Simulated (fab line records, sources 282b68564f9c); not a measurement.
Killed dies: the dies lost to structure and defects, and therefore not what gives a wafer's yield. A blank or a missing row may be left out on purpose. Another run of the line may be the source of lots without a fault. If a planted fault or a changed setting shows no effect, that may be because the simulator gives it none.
A lot that was struck, set against a sound lot + flow rit cmos + 35 steps out of a route of 202
Sound: the wafers L426.3, L426.4, L426.5. Struck: wafer L421.6. (L421.2, L421.4 of the same lot were not struck and are left out.) The cause comes at the end.
Each step with rows lists, per side, the tool, then ch with its chambers, then its first start. Under that, the readings that differ: sound wafers + struck wafers + difference of the means + sigmas: that difference in standard deviations of wafers without a fault.
alike: same words and numbers on both sides, and readings whose means sit less than 2 such deviations apart. not compared: any withheld reading, any reading some wafer has no value for, any bound like >300 that may hide the same value, and any number with overlapping values for which the record gives no deviation.
A row with sigmas, a row that says differs or no value, or rows on one side alone: a step with any of these is where the two part. Non-overlapping numbers with no deviation appear without sigmas and do not part them. A reading that every wafer of one side lacks parts them only if that side has two wafers or more.

RIT_SILICIDE_RTA_06: time 10 s, ramp up 5 s, ramp down 10 s.
  sound on rtp anneal-01 ch 0, day 5 21:09; struck on rtp anneal-02 ch 0, day 4 20:10
  alike: wafer_temp_C_max
RIT_CONTACT_CVD_00: deposits SiO2 from TEOS, target thk 400 nm, time 61 s.
  sound on pecvd-04 ch 0,1,2, day 5 21:12; struck on pecvd-02 ch 0, day 4 20:14
  alike: heater power w
RIT_CONTACT_THK_MEAS_01:
  sound on film metro-03, day 5 21:16; struck on film metro-02, day 4 20:17
  alike: CONTACT_TEOS_THK
then, 6 steps without rows for these wafers: RIT_CONTACT_HMDS_02 (prime time 60 s); RIT_CONTACT_COAT_03 (resist thk 1000 nm); RIT_CONTACT_SOFTBAKE_04 (time 60 s); RIT_CONTACT_EXPOSE_05 (exposes mask M11, target cd 1000 nm); RIT_CONTACT_PEB_06; RIT_CONTACT_DEVELOP_07 (develop time 120 s).
RIT_CONTACT_CD_MEAS_08 targets a cd of 1000 nm.
  sound on cd sem-01, day 5 22:19; struck on cd sem-02, day 4 21:20
| reading    | sound              | struck | difference | sigmas |
|------------|--------------------|--------|------------|--------|
| cd nm (nm) | 998.3 1000.5 997.9 | 1006.9 | +8.0       | +3     |
RIT_CONTACT_OVL_MEAS_09:
  sound on overlay-01, day 5 22:25; struck on overlay-02, day 4 21:26
  alike: CONTACT_OVL
then, 1 step without rows for these wafers: RIT_CONTACT_HARDBAKE_10 (time 60 s).
RIT_CONTACT_ETCH_11: etches SiO2 in CHF3/CF4/Ar, stops on TiSi2, target depth 480 nm, time 320 s.
  sound on rie diel-02 ch 0,1,3, day 5 22:35; struck on rie diel-01 ch 0, day 4 21:37
| reading                                      | sound             | struck | difference | sigmas |
|----------------------------------------------|-------------------|--------|------------|--------|
| model.CONTACT.feature depth nm (nm)          | 394.5 403.2 401.7 | 365.2  | -34.6      |        |
| model.etch.depth nm (nm)                     | 394.5 403.2 401.7 | 365.2  | -34.6      |        |
| model.NOVOLAK_of_CONTACT_COAT_03.thk nm (nm) | 775.9 772.2 768.8 | 802.4  | +30.1      |        |
  alike: drypump motor current A, oes product au, throttle valve pct
  not compared: rf hours counter h
RIT_CONTACT_STRIP_12: strips in O2, time 180 s.
  sound on plasma asher-04 ch 0,1, day 5 22:50; struck on plasma asher-04 ch 1, day 4 21:49
  alike: drypump motor current A, o2 flow sccm
  not compared: rf hours counter h
RIT_CONTACT_CD_MEAS_90 targets a cd of 1000 nm.
  sound on cd sem-02, day 5 22:59; struck on cd sem-01, day 4 22:00
| reading    | sound              | struck | difference | sigmas |
|------------|--------------------|--------|------------|--------|
| cd nm (nm) | 998.0 1000.4 998.2 | 1006.4 | +7.5       | +3     |
then, 2 steps without rows for these wafers: RIT_CONTACT_CLEAN_13 (cleans in SC1, time 600 s); RIT_CONTACT_CLEAN_14 (cleans in SC2, time 600 s).
RIT_M1_SPUTTER_00: material Al, target thk 400 nm, time 500 s.
  the record has rows for the sound wafers here (pvd sputter-02, day 5 23:25) and none for the struck ones
RIT_M1_RS_MEAS_01: a four-point-probe measurement.
  the record has rows for the sound wafers here (film metro-01, day 5 23:46) and none for the struck ones
RIT_M1_THK_MEAS_02: measures by xrf.
  the record has rows for the sound wafers here (film metro-01, day 5 23:52) and none for the struck ones
then, 6 steps without rows for these wafers: RIT_M1_HMDS_03 (prime time 60 s); RIT_M1_COAT_04 (resist thk 1300 nm); RIT_M1_SOFTBAKE_05 (time 60 s); RIT_M1_EXPOSE_06 (exposes mask M12, target cd 2600 nm); RIT_M1_PEB_07; RIT_M1_DEVELOP_08 (develop time 68 s).
RIT_M1_CD_MEAS_09 targets a cd of 2600 nm.
  the record has rows for the sound wafers here (cd sem-02, day 6 00:49) and none for the struck ones
RIT_M1_OVL_MEAS_10:
  the record has rows for the sound wafers here (overlay-01, day 6 00:55) and none for the struck ones
then, 1 step without rows for these wafers: RIT_M1_HARDBAKE_11 (time 120 s).
RIT_M1_METAL_ETCH_12: etches Al in Cl2/BCl3, stops on SiO2, time 165 s, target depth 600 nm.
  the record has rows for the sound wafers here (rie metal-03 ch 0,1, day 6 01:14) and none for the struck ones
then, 2 steps without rows for these wafers: RIT_M1_STRIP_13 (strips in nmp, time 600 s); RIT_M1_STRIP_14 (strips in O2, time 180 s).
RIT_M1_CD_MEAS_90 targets a cd of 2600 nm.
  the record has rows for the sound wafers here (cd sem-02, day 6 01:44) and none for the struck ones
then, 1 step without rows for these wafers: RIT_M1_ANNEAL_15 (time 1800 s).
RIT_M1_BOW_MEAS_16:
  the record has rows for the sound wafers here (film metro-03, day 6 03:21) and none for the struck ones

WHERE THEY PART
First at RIT_CONTACT_CD_MEAS_08; last, within this record, at RIT_M1_BOW_MEAS_16.

WHY: the cause the simulator had injected
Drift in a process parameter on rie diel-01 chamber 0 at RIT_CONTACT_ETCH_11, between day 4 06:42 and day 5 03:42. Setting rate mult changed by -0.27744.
